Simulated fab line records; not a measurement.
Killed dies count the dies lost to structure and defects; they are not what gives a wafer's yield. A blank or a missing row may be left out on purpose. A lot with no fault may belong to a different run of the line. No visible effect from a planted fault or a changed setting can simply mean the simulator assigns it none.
fab line records | flow berkeley_cmos170 | part 1 of 2: steps 1 to 27 of 35
[record] lots = 5 wafers = 15 last_day = 12
route steps=331 shown V1@260 M2@271 V2@292
lots untouched by any fault: they come from a run of this same line in which no faults occurred
start_h: the number of hours between the record's first day and the start of the first shown wafer of the lot | wait_h: hours elapsed since this lot's preceding step | " as in the row above | L1.1+2: several wafers, shown together as one row | - no value, or no start given | * or withheld: withheld | < > ~ a bound
route shown NAME@n: a module of which the file shows steps, and the number in the route of the first | usual: average and standard deviation across the fault-free wafers | same: alike in all rows | chamber/n: place in a boat | sites: readings site by site | _std_site: their standard deviation | _edge_site: outer sites' mean less inner sites' | radius_mm: for every site, how far away it sits from the centre of the wafer | mask NAME#n: copy n | behind: tool/chamber where the wafer was last shaped | hold: the reason the lot was held/the length of the hold in hours/how it ended | device: transistor that didn't switch, given as n, p or np | end of line: tests run on the same wafers once the route is complete | a step with no rows: only its recipe | killed: dies lost to structure and defects at the first sort, not the wafer's yield | map: per-die view of a wafer (x killed, . not killed, _ where there is no die)
set.NAME: the setting that was run; set.NAME@STEP: the one run at that earlier step | model.NAME: the simulator's own value behind a step, which no gauge read
lots seen at some steps along the route; tables by step, rows by wafer
services: a tool's chamber out of use, with start hour (start_h, from the record's first day; less than 0 if before it), hours out, and reason
[[steps]]
[step UCB170_V1_HMDS_06]
[recipe] prime_time_s = 60 prime_temp_c = 100
[usual] resist_line_temp_C = 23.02/0.11
// columns lot.wafer tool chamber start_h wait_h resist_line_temp_C
L075.1 litho_track-02 0 172.72 0.0 23.06
L075.2 " 0 " " 23.11
L075.3 " 0 " " 23.04
L084.1 litho_track-02 0 240.44 0.0 23.11
L084.2 " 0 " " 23.19
L084.6 " 0 " " 22.96
L090.2 litho_track-01 0 267.04 0.0 23.30
L090.3 " 0 " " 23.34
L090.4 " 0 " " 23.23
L091.2 litho_track-02 0 268.38 0.1 23.06
L091.3 " 0 " " 22.91
L091.4 " 0 " " 22.95
L093.3 litho_track-01 0 276.31 0.1 23.00
L093.5 " 0 " " 23.06
L093.6 " 0 " " 22.89
[step UCB170_V1_COAT_07]
[recipe] resist = KrF spin_rpm = 1500 resist_thk_nm = 900
[usual] resist_line_temp_C = 23.00/0.1
// columns lot.wafer tool chamber start_h wait_h resist_line_temp_C
L075.1 litho_track-02 0 172.87 0.1 23.00
L075.2 " 0 " " 23.01
L075.3 " 0 " " 22.78
L084.1 litho_track-02 0 240.59 0.1 22.93
L084.2 " 0 " " 23.09
L084.6 " 0 " " 23.03
L090.2 litho_track-01 0 267.19 0.1 23.00
L090.3 " 0 " " 23.03
L090.4 " 0 " " 23.03
L091.2 litho_track-02 0 268.53 0.1 23.00
L091.3 " 0 " " 23.17
L091.4 " 0 " " 23.10
L093.3 litho_track-01 0 276.46 0.1 23.09
L093.5 " 0 " " 22.98
L093.6 " 0 " " 22.89
[step UCB170_V1_SOFTBAKE_08]
[recipe] resist = KrF temp_c = 130 time_s = 60
[usual] resist_line_temp_C = 23.02/0.096
// columns lot.wafer tool chamber start_h wait_h resist_line_temp_C
L075.1 litho_track-02 0 173.02 0.1 23.09
L075.2 " 0 " " 23.03
L075.3 " 0 " " 23.12
L084.1 litho_track-02 0 240.74 0.1 23.14
L084.2 " 0 " " 22.93
L084.6 " 0 " " 22.84
L090.2 litho_track-01 0 267.34 0.1 22.92
L090.3 " 0 " " 23.07
L090.4 " 0 " " 23.04
L091.2 litho_track-02 0 268.68 0.1 23.31
L091.3 " 0 " " 23.17
L091.4 " 0 " " 23.01
L093.3 litho_track-01 0 276.61 0.1 22.99
L093.5 " 0 " " 23.04
L093.6 " 0 " " 22.98
[step UCB170_V1_EXPOSE_09]
[recipe] mask_id = VIA1 target_cd_nm = 700 na = 0.5 sigma_outer = 0.6 source_shape = conventional dose_mj = 37
// columns lot.wafer tool chamber start_h wait_h mask
L075.1+2+3 krf_scanner-02 0 173.41 0.4 VIA1#0
L084.1+2+6 krf_scanner-02 0 241.01 0.2 VIA1#0
L090.2+3+4 krf_scanner-02 0 267.48 0.1 VIA1#0
L091.2+3+4 krf_scanner-02 0 269.14 0.4 VIA1#0
L093.3+5+6 krf_scanner-02 0 276.75 0.1 VIA1#0
[step UCB170_V1_PEB_10]
[recipe] peb_temp_c = 130 peb_time_s = withheld resist = KrF
[usual] resist_line_temp_C = 22.99/0.11
// columns lot.wafer tool chamber start_h wait_h resist_line_temp_C
L075.1 litho_track-01 0 173.62 0.2 23.00
L075.2 " 0 " " 22.96
L075.3 " 0 " " 23.07
L084.1 litho_track-03 0 241.57 0.5 22.84
L084.2 " 0 " " 22.93
L084.6 " 0 " " 22.86
L090.2 litho_track-03 0 267.61 0.1 23.15
L090.3 " 0 " " 22.98
L090.4 " 0 " " 22.99
L091.2 litho_track-03 0 269.47 0.3 23.05
L091.3 " 0 " " 22.88
L091.4 " 0 " " 22.84
L093.3 litho_track-02 0 276.87 0.1 22.99
L093.5 " 0 " " 22.78
L093.6 " 0 " " 22.79
[step UCB170_V1_DEVELOP_11]
[recipe] developer = TMAH develop_time_s = 45 resist = KrF dev_temp_c = 21
[usual] resist_line_temp_C = 23.01/0.1
// columns lot.wafer tool chamber start_h wait_h resist_line_temp_C
L075.1 litho_track-01 0 - - 22.94
L075.2 " 0 " " 22.91
L075.3 " 0 " " 22.98
L084.1 litho_track-03 0 - - 22.98
L084.2 " 0 " " 22.90
L084.6 " 0 " " 22.90
L090.2 litho_track-03 0 - - 22.91
L090.3 " 0 " " 22.90
L090.4 " 0 " " 23.00
L091.2 litho_track-03 0 - - 23.16
L091.3 " 0 " " 23.13
L091.4 " 0 " " 22.93
L093.3 litho_track-02 0 - - 23.07
L093.5 " 0 " " 23.17
L093.6 " 0 " " 23.03
[step UCB170_V1_CD_MEAS_12]
[recipe] target_cd_nm = 700
[usual] cd_nm = 699.8/1.4
// columns lot.wafer tool chamber start_h wait_h cd_nm
L075.1 cd_sem-01 - 173.90 - 701.7
L075.2 " - " " 701.2
L075.3 " - " " 701.3
L084.1 cd_sem-02 - 241.85 - 698.9
L084.2 " - " " 699.1
L084.6 " - " " 699.6
L090.2 cd_sem-01 - 267.88 - 697.4
L090.3 " - " " 698.9
L090.4 " - " " 697.6
L091.2 cd_sem-01 - 269.74 - 702.2
L091.3 " - " " 699.5
L091.4 " - " " 700.1
L093.3 cd_sem-01 - 277.14 - 699.0
L093.5 " - " " 699.5
L093.6 " - " " 699.9
[step UCB170_V1_OVL_MEAS_13]
[usual] V1_OVL = 0/5.3
// columns lot.wafer tool chamber start_h wait_h V1_OVL[nm]
L075.1 overlay-02 - 174.02 0.1 1
L075.2 " - " " 1
L075.3 " - " " -4
L084.1 overlay-02 - 241.97 0.1 -12
L084.2 " - " " -11
L084.6 " - " " -3
L090.2 overlay-02 - 267.98 0.1 -3
L090.3 " - " " 1
L090.4 " - " " 0
L091.2 overlay-01 - 269.84 0.1 0
L091.3 " - " " -3
L091.4 " - " " 3
L093.3 overlay-01 - 277.23 0.1 7
L093.5 " - " " 9
L093.6 " - " " 7
[step UCB170_V1_ETCH_14]
[recipe] chemistry = CHF3/CF4/Ar target = SiO2 stop_on = Al CHF3_flow_sccm = 45 cf4_flow_sccm = 15 Ar_flow_sccm = 150 pressure_mtorr = 200 rf_w = 700 target_depth_a = 12500 over_etch_frac = 0.25 time_s = 291
[usual] drypump_motor_current_A = 5.7/0.42 oes_product_au = 0.874/0.013 throttle_valve_pct = 6.96/0.15
// columns lot.wafer tool chamber start_h wait_h drypump_motor_current_A oes_product_au rf_hours_counter_h throttle_valve_pct
L075.1 rie_diel-03 3 174.05 0.0 5.4 0.857 95 7.04
L075.2 " 1 " " 6.3 0.856 71 6.87
L075.3 " 0 " " 5.7 0.870 51 6.76
L084.1 rie_diel-02 3 242.01 0.0 5.1 0.891 4 6.88
L084.2 " 1 " " 6.2 0.862 20 7.01
L084.6 " 0 " " 5.3 0.888 - 6.74
L090.2 rie_diel-02 0 268.01 0.0 5.3 0.893 7 6.74
L090.3 " 1 " " 6.2 0.865 21 7.03
L090.4 " 3 " " 5.1 0.883 5 6.88
L091.2 rie_diel-02 3 269.87 0.0 5.1 0.882 5 6.87
L091.3 " 2 " " 5.4 0.867 60 6.98
L091.4 " 1 " " 6.2 0.861 21 7.02
L093.3 rie_diel-01 1 277.26 0.0 6.1 0.866 126 7.17
L093.5 " 1 " " 6.1 0.879 - 7.17
L093.6 " 0 " " 5.7 0.879 - 6.79
[step UCB170_V1_STRIP_15]
[recipe] chemistry = O2 power_w = 400 pressure_mtorr = 3500 platen_temp_c = withheld o2_flow_sccm = 400 overash_fraction = 0.5
[usual] drypump_motor_current_A = 5.8/0.35 oes_product_au = 0.722/0.0046 strip_time_to_endpoint_s = 15.37/0.1
// columns lot.wafer tool chamber start_h wait_h drypump_motor_current_A oes_product_au rf_hours_counter_h strip_time_to_endpoint_s
L075.1 plasma_asher-04 0 174.23 0.1 6.1 0.726 46 15.33
L075.2 " 1 " " 5.6 0.726 46 15.38
L075.3 " 0 " " 6.1 0.712 - 15.58
L084.1 plasma_asher-03 1 242.18 0.1 6.0 0.724 51 15.34
L084.2 " 0 " " 5.2 0.724 51 15.55
L084.6 " 1 " " 5.9 0.720 - 15.44
L090.2 plasma_asher-04 1 268.19 0.1 5.6 0.722 55 15.11
L090.3 " 1 " " 5.6 0.717 - 15.41
L090.4 " 0 " " 6.1 0.730 - 15.29
L091.2 plasma_asher-02 0 270.05 0.1 5.5 0.721 49 15.26
L091.3 " 0 " " 5.5 0.729 - 15.37
L091.4 " 1 " " 6.2 0.724 - 15.58
L093.3 plasma_asher-02 1 277.47 0.1 6.2 0.724 - 15.50
L093.5 " 0 " " 5.5 0.725 - 15.46
L093.6 " 1 " " 6.2 0.726 - 15.35
[step UCB170_V1_CD_MEAS_90]
[recipe] target_cd_nm = 700
[usual] cd_nm = 699.9/1.7
// columns lot.wafer tool chamber start_h wait_h cd_nm
L075.1 cd_sem-02 - 174.33 0.1 702.3
L075.2 " - " " 702.3
L075.3 " - " " 701.3
L084.1 cd_sem-02 - 242.28 0.1 698.7
L084.2 " - " " 701.2
L084.6 " - " " 699.6
L090.2 cd_sem-01 - 268.31 0.1 698.4
L090.3 " - " " 702.1
L090.4 " - " " 698.8
L091.2 cd_sem-01 - 270.17 0.1 703.6
L091.3 " - " " 698.4
L091.4 " - " " 702.7
L093.3 cd_sem-01 - 277.57 0.1 698.5
L093.5 " - " " 698.7
L093.6 " - " " 700.5
[step UCB170_M2_PRE_CLEAN_00]
[recipe] gas = Ar preclean_etch_time_s = 60
// columns lot.wafer tool chamber start_h wait_h
L075.1+2+3 pvd_sputter-03 - 174.45 0.1
L084.1+2+6 pvd_sputter-04 - 242.40 0.1
L090.2+3+4 pvd_sputter-01 - 268.41 0.1
L091.2+3+4 pvd_sputter-03 - 270.27 0.1
L093.3+5+6 pvd_sputter-03 - 277.65 0.1
[step UCB170_M2_SPUTTER_01]
[recipe] material = Al target_thk_nm = 900 time_s = 120 power_w = 6000 chamber_pressure_pa = 0.5
[usual] throttle_valve_pct = 29.7/1
// columns lot.wafer tool chamber start_h wait_h throttle_valve_pct
L075.1 pvd_sputter-03 - 174.52 0.0 30.9
L075.2 " - " " 27.6
L075.3 " - " " 29.8
L084.1 pvd_sputter-04 - 242.47 0.0 30.5
L084.2 " - " " 30.5
L084.6 " - " " 28.3
L090.2 pvd_sputter-01 - 268.48 0.0 31.5
L090.3 " - " " 30.3
L090.4 " - " " 28.5
L091.2 pvd_sputter-03 - 270.34 0.0 30.8
L091.3 " - " " 29.3
L091.4 " - " " 27.7
L093.3 pvd_sputter-03 - 277.72 0.0 31.1
L093.5 " - " " 27.8
L093.6 " - " " 31.1
[step UCB170_M2_RS_MEAS_02]
[recipe] thk_meas_gauge = four-point-probe reads = Al_of_M2_SPUTTER_01
[usual] M2_AL_RS = 0.0322/0.00033
// columns lot.wafer tool chamber start_h wait_h M2_AL_RS[ohm/sq]
L075.1 film_metro-03 - 174.60 0.0 0.0324
L075.2 " - " " 0.0320
L075.3 " - " " 0.0320
L084.1 film_metro-02 - 242.55 0.0 0.0322
L084.2 " - " " 0.0326
L084.6 " - " " 0.0325
L090.2 film_metro-04 - 268.58 0.1 0.0318
L090.3 " - " " 0.0319
L090.4 " - " " 0.0317
L091.2 film_metro-02 - 270.44 0.1 0.0326
L091.3 " - " " 0.0325
L091.4 " - " " 0.0328
L093.3 film_metro-02 - 277.84 0.1 0.0322
L093.5 " - " " 0.0327
L093.6 " - " " 0.0322
[step UCB170_M2_THK_MEAS_03]
[recipe] thk_meas_gauge = xrf reads = Al_of_M2_SPUTTER_01
[usual] M2_AL_THK = 901/10
// columns lot.wafer tool chamber start_h wait_h M2_AL_THK[nm]
L075.1 film_metro-03 - 174.72 0.1 904
L075.2 " - " " 914
L075.3 " - " " 913
L084.1 film_metro-02 - 242.67 0.1 903
L084.2 " - " " 897
L084.6 " - " " 899
L090.2 film_metro-04 - 268.69 0.1 912
L090.3 " - " " 909
L090.4 " - " " 910
L091.2 film_metro-02 - 270.55 0.1 896
L091.3 " - " " 901
L091.4 " - " " 888
L093.3 film_metro-02 - 277.94 0.1 910
L093.5 " - " " 888
L093.6 " - " " 912
[step UCB170_M2_HMDS_04]
[recipe] prime_time_s = 60 prime_temp_c = 100
[usual] resist_line_temp_C = 23.00/0.11
// columns lot.wafer tool chamber start_h wait_h resist_line_temp_C
L075.1 litho_track-04 0 175.00 0.3 23.00
L075.2 " 0 " " 23.01
L075.3 " 0 " " 22.97
L084.1 litho_track-04 0 242.73 0.1 22.96
L084.2 " 0 " " 23.03
L084.6 " 0 " " 23.01
L090.2 litho_track-02 0 268.83 0.1 22.91
L090.3 " 0 " " 23.04
L090.4 " 0 " " 22.96
L091.2 litho_track-04 0 270.63 0.1 23.05
L091.3 " 0 " " 23.06
L091.4 " 0 " " 23.18
L093.3 litho_track-02 0 278.03 0.1 23.03
L093.5 " 0 " " 23.15
L093.6 " 0 " " 23.00
[step UCB170_M2_COAT_05]
[recipe] resist = KrF spin_rpm = 1500 resist_thk_nm = 900
[usual] resist_line_temp_C = 23.03/0.1
// columns lot.wafer tool chamber start_h wait_h resist_line_temp_C
L075.1 litho_track-04 0 175.15 0.1 23.31
L075.2 " 0 " " 23.11
L075.3 " 0 " " 23.32
L084.1 litho_track-04 0 242.88 0.1 22.97
L084.2 " 0 " " 22.97
L084.6 " 0 " " 22.99
L090.2 litho_track-02 0 268.98 0.1 22.98
L090.3 " 0 " " 23.03
L090.4 " 0 " " 23.09
L091.2 litho_track-04 0 270.78 0.1 23.28
L091.3 " 0 " " 23.27
L091.4 " 0 " " 23.10
L093.3 litho_track-02 0 278.18 0.1 22.95
L093.5 " 0 " " 22.96
L093.6 " 0 " " 22.96
[step UCB170_M2_SOFTBAKE_06]
[recipe] resist = KrF temp_c = 130 time_s = 60
[usual] resist_line_temp_C = 23.00/0.11
// columns lot.wafer tool chamber start_h wait_h resist_line_temp_C
L075.1 litho_track-04 0 175.30 0.1 23.08
L075.2 " 0 " " 23.01
L075.3 " 0 " " 23.14
L084.1 litho_track-04 0 243.03 0.1 22.88
L084.2 " 0 " " 22.96
L084.6 " 0 " " 22.84
L090.2 litho_track-02 0 269.13 0.1 22.84
L090.3 " 0 " " 22.91
L090.4 " 0 " " 23.09
L091.2 litho_track-04 0 270.93 0.1 22.99
L091.3 " 0 " " 23.03
L091.4 " 0 " " 23.02
L093.3 litho_track-02 0 278.33 0.1 22.81
L093.5 " 0 " " 22.84
L093.6 " 0 " " 22.98
[step UCB170_M2_STRIP_07]
[recipe] chemistry = O2 power_w = 400 pressure_mtorr = 3500 platen_temp_c = withheld o2_flow_sccm = 400 overash_fraction = 0.5
[usual] drypump_motor_current_A = 5.7/0.35 oes_product_au = 0.735/0.0047 strip_time_to_endpoint_s = 21.97/0.055
// columns lot.wafer tool chamber start_h wait_h drypump_motor_current_A oes_product_au rf_hours_counter_h strip_time_to_endpoint_s
L075.1 plasma_asher-04 1 175.45 0.1 5.6 0.733 46 21.99
L075.2 " 0 " " 6.0 0.736 46 22.06
L075.3 " 0 " " 6.0 0.738 - 21.97
L084.1 plasma_asher-01 0 243.18 0.1 5.5 0.733 13 21.96
L084.2 " 1 " " 5.1 0.742 13 21.90
L084.6 " 0 " " 5.5 0.738 - 21.88
L090.2 plasma_asher-01 0 269.26 0.1 5.5 0.726 17 22.01
L090.3 " 1 " " 5.1 0.736 - 22.01
L090.4 " 0 " " 5.6 0.744 - 22.11
L091.2 plasma_asher-02 0 271.05 0.1 5.5 0.731 50 21.90
L091.3 " 1 " " 6.2 0.736 - 21.92
L091.4 " 0 " " 5.5 0.736 - 22.02
L093.3 plasma_asher-01 1 278.47 0.1 5.1 0.741 - 21.91
L093.5 " 1 " " 5.1 0.739 - 21.83
L093.6 " 0 " " 5.5 0.740 - 21.85
[step UCB170_M2_STRIP_08]
[recipe] chemistry = DMSO temp_c = 80 time_s = 600 material = KrF
// columns lot.wafer tool chamber start_h wait_h
L075.1+2+3 wet_bench-02 3 175.55 0.1
L084.1+2+6 wet_bench-01 2 245.21 2.0
L090.2+3+4 wet_bench-02 1 269.36 0.1
L091.2+3+4 wet_bench-02 1 271.15 0.1
L093.3+5+6 wet_bench-01 1 278.53 0.0
[step UCB170_M2_COAT_09]
[recipe] resist = BARC temp_c = withheld time_s = withheld spin_rpm = 3000 resist_thk_nm = withheld
[usual] resist_line_temp_C = *
// columns lot.wafer tool chamber start_h wait_h resist_line_temp_C
L075.1 litho_track-04 0 176.18 0.4 *
L075.2 " 0 " " *
L075.3 " 0 " " *
L084.1 litho_track-02 0 245.58 0.2 *
L084.2 " 0 " " *
L084.6 " 0 " " *
L090.2 litho_track-02 0 269.56 0.0 *
L090.3 " 0 " " *
L090.4 " 0 " " *
L091.2 litho_track-04 0 271.35 0.0 *
L091.3 " 0 " " *
L091.4 " 0 " " *
L093.3 litho_track-02 0 279.03 0.3 *
L093.5 " 0 " " *
L093.6 " 0 " " *
[step UCB170_M2_COAT_10]
[recipe] resist = KrF spin_rpm = 1500 resist_thk_nm = 900
[usual] resist_line_temp_C = 23.02/0.11
// columns lot.wafer tool chamber start_h wait_h resist_line_temp_C
L075.1 litho_track-04 0 - - 22.90
L075.2 " 0 " " 22.87
L075.3 " 0 " " 22.96
L084.1 litho_track-02 0 - - 23.16
L084.2 " 0 " " 22.96
L084.6 " 0 " " 23.10
L090.2 litho_track-02 0 - - 23.05
L090.3 " 0 " " 23.12
L090.4 " 0 " " 23.16
L091.2 litho_track-04 0 - - 22.97
L091.3 " 0 " " 23.01
L091.4 " 0 " " 22.98
L093.3 litho_track-02 0 - - 23.11
L093.5 " 0 " " 22.97
L093.6 " 0 " " 23.13
[step UCB170_M2_SOFTBAKE_11]
[recipe] resist = KrF temp_c = 130 time_s = 60
[usual] resist_line_temp_C = 23.02/0.11
// columns lot.wafer tool chamber start_h wait_h resist_line_temp_C
L075.1 litho_track-04 0 - - 23.06
L075.2 " 0 " " 23.05
L075.3 " 0 " " 23.19
L084.1 litho_track-02 0 - - 23.17
L084.2 " 0 " " 22.97
L084.6 " 0 " " 23.11
L090.2 litho_track-02 0 - - 22.80
L090.3 " 0 " " 22.96
L090.4 " 0 " " 23.09
L091.2 litho_track-04 0 - - 23.22
L091.3 " 0 " " 23.16
L091.4 " 0 " " 23.15
L093.3 litho_track-02 0 - - 22.87
L093.5 " 0 " " 23.02
L093.6 " 0 " " 22.92
[step UCB170_M2_EXPOSE_12]
[recipe] mask_id = METAL2 target_cd_nm = 700 na = 0.5 sigma_outer = 0.6 source_shape = conventional dose_mj = 26
// columns lot.wafer tool chamber start_h wait_h mask
L075.1+2+3 krf_scanner-01 0 176.63 - METAL2#0
L084.1+2+6 krf_scanner-01 0 246.03 - METAL2#0
L090.2+3+4 krf_scanner-01 0 270.18 - METAL2#0
L091.2+3+4 krf_scanner-01 0 271.98 - METAL2#0
L093.3+5+6 krf_scanner-02 0 279.59 - METAL2#0
[step UCB170_M2_PEB_13]
[recipe] peb_temp_c = 130 peb_time_s = withheld resist = KrF
[usual] resist_line_temp_C = 22.98/0.1
// columns lot.wafer tool chamber start_h wait_h resist_line_temp_C
L075.1 litho_track-01 0 177.15 0.5 22.97
L075.2 " 0 " " 22.81
L075.3 " 0 " " 22.95
L084.1 litho_track-04 0 246.15 0.1 22.88
L084.2 " 0 " " 22.89
L084.6 " 0 " " 22.83
L090.2 litho_track-02 0 270.30 0.1 22.85
L090.3 " 0 " " 22.93
L090.4 " 0 " " 22.88
L091.2 litho_track-02 0 272.30 0.3 22.92
L091.3 " 0 " " 22.89
L091.4 " 0 " " 22.99
L093.3 litho_track-01 0 279.92 0.3 22.96
L093.5 " 0 " " 22.81
L093.6 " 0 " " 22.99
[step UCB170_M2_DEVELOP_14]
[recipe] developer = TMAH develop_time_s = 45 resist = KrF dev_temp_c = 21
[usual] resist_line_temp_C = 22.98/0.095
// columns lot.wafer tool chamber start_h wait_h resist_line_temp_C
L075.1 litho_track-01 0 - - 23.07
L075.2 " 0 " " 23.04
L075.3 " 0 " " 22.95
L084.1 litho_track-04 0 - - 23.00
L084.2 " 0 " " 22.98
L084.6 " 0 " " 22.92
L090.2 litho_track-02 0 - - 22.92
L090.3 " 0 " " 22.91
L090.4 " 0 " " 22.95
L091.2 litho_track-02 0 - - 23.01
L091.3 " 0 " " 22.97
L091.4 " 0 " " 23.14
L093.3 litho_track-01 0 - - 23.07
L093.5 " 0 " " 23.04
L093.6 " 0 " " 23.04
[step UCB170_M2_CD_MEAS_15]
[recipe] target_cd_nm = 700
[usual] cd_nm = 699.6/1.6
// columns lot.wafer tool chamber start_h wait_h cd_nm
L075.1 cd_sem-01 - 177.42 - 697.1
L075.2 " - " " 696.9
L075.3 " - " " 696.8
L084.1 cd_sem-01 - 246.42 - 700.0
L084.2 " - " " 701.1
L084.6 " - " " 700.8
L090.2 cd_sem-02 - 270.57 - 698.4
L090.3 " - " " 699.3
L090.4 " - " " 698.7
L091.2 cd_sem-02 - 272.57 - 697.4
L091.3 " - " " 694.7
L091.4 " - " " 695.4
L093.3 cd_sem-01 - 280.19 - 698.7
L093.5 " - " " 698.4
L093.6 " - " " 698.4
